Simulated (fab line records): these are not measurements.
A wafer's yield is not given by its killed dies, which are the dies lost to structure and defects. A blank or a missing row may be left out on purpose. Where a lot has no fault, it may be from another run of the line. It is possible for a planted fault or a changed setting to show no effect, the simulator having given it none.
Which tool was responsible?    flow berkeley-cmos170    7 lots, 21 wafers sampled, at 2 steps of a route of 331

== WHAT THE GAUGES SHOWED, per wafer ==
UCB170_PWELL_OVL_MEAS_13.
lot   measured     on          PWELL_OVL (nm)
L137  day 3 16:19  overlay-02  -2 -8 -1
L138  day 4 13:50  overlay-02  -16 -6 -3
L142  day 5 00:38  overlay-01  -2 9 6
L144  day 5 04:53  overlay-01  -5 -10 -8
L150  day 6 08:20  overlay-02  7 0 0
L153  day 6 22:44  overlay-01  0 -1 4
L155  day 7 11:02  overlay-01  12 1 4

== WHICH TOOL RAN EACH LOT (tool, then ch and the chambers of the sampled wafers, then the start) ==
lot   UCB170_NWELL_SOFTBAKE_08
L137  litho-track-03 ch 0, day 2 19:31
L138  litho-track-03 ch 0, day 3 12:07
L142  litho-track-04 ch 0, day 4 03:46
L144  litho-track-03 ch 0, day 4 10:31
L150  litho-track-04 ch 0, day 5 14:39
L153  litho-track-01 ch 0, day 6 06:50
L155  litho-track-01 ch 0, day 6 17:57
- UCB170_NWELL_SOFTBAKE_08: time 60 s.

== THE ANSWER, worked out from the rows above alone ==
Rule: the lots themselves supply what counts as usual. The widest of any qualifying gaps counts: lots, ordered by their means at a reading, are off when they make up no more than a third of the lots, leave a main group of 4 or more, and stand apart from it by 3 or more times the standard deviation of that group's means. A main group is skipped when, at the precision printed for the reading in the tables above, its means are all equal. Also off: a lot with no number at a reading for which 4 or more lots have one. All remaining lots with rows at the step are treated as sound.
No lot is off on any of the readings shown, so nothing can be concluded from this.

== WHAT WAS PUT IN BY THE SIMULATOR ==
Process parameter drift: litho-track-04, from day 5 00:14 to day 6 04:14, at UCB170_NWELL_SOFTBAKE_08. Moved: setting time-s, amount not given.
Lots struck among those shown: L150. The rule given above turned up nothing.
